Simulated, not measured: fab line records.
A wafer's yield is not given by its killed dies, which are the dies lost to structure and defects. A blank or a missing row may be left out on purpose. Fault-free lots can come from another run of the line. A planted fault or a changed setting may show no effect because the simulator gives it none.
2 desks looking at one fault / flow rit_cmos / only its own numbers are on each desk; what lay behind them is given at the end

## METROLOGY DESK
What the gauges read for every lot (on any tool): the sampled wafers with a number, averaged. A lot is out of limits, marked OUT, if its mean lies more than 4 standard deviations from the usual mean; the brackets give that distance.
Columns: A = CONTACT_TEOS_THK at RIT_CONTACT_THK_MEAS_01, usual 402 nm
lot=L394; first seen here=day 3 03:14; A=404
lot=L395; first seen here=day 3 09:46; A=402
lot=L396; first seen here=day 3 14:26; A=398
lot=L397; first seen here=day 3 21:56; A=407
lot=L399; first seen here=day 4 03:10; A=403
lot=L400; first seen here=day 4 12:11; A=399
lot=L401; first seen here=day 4 18:47; A=400
lot=L403; first seen here=day 5 02:25; A=420
lot=L404; first seen here=day 5 07:05; A=396
lot=L405; first seen here=day 5 19:48; A=426 (+5.0) OUT
lot=L409; first seen here=day 6 07:52; A=401
lot=L412; first seen here=day 7 00:18; A=405
lot=L413; first seen here=day 7 06:40; A=402
lot=L416; first seen here=day 7 17:13; A=403
Per this desk, out of limits: L405; the first was L405, day 5 19:48 (CONTACT_TEOS_THK at RIT_CONTACT_THK_MEAS_01). L394, L395, L396, L397, L399, L400, L401, L403, L404, L409, L412, L413, L416 stayed within limits.

## FOR THE TOOL OWNER'S DESK: pecvd-03
The tool's own readings at RIT_CONTACT_CVD_00 (deposits SiO2 from TEOS, target thk 400 nm, time 61 s): means of the sampled wafers that have a number, for each lot that ran on this tool. A lot is out of limits, marked OUT, if its mean lies more than 4 standard deviations from the usual mean; the brackets give that distance.
Columns: A = heater_power_w at RIT_CONTACT_CVD_00, usual 342 W
lot=L394; first seen here=day 3 03:11; A=319
lot=L397; first seen here=day 3 21:52; A=423
lot=L400; first seen here=day 4 12:07; A=337
lot=L403; first seen here=day 5 02:22; A=372
lot=L405; first seen here=day 5 19:45; A=395
This desk's verdict: no lot among the 5 shows anything out of limits.

## TAKEN TOGETHER
At day 5 19:48 the metrology desk could have sounded an alarm, on L405.
The desk of the tool owner found nothing out of limits.
The tool owner's desk has L405 on record, within its limits.
On pecvd-03, each named lot ran RIT_CONTACT_CVD_00.

## WHAT WAS PUT IN BY THE SIMULATOR
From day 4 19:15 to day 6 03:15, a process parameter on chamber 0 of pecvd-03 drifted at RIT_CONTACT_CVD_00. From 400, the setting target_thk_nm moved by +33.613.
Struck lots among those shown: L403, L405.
Hours from the fault's start to each desk's first reading out of limits: the metrology desk, 25.
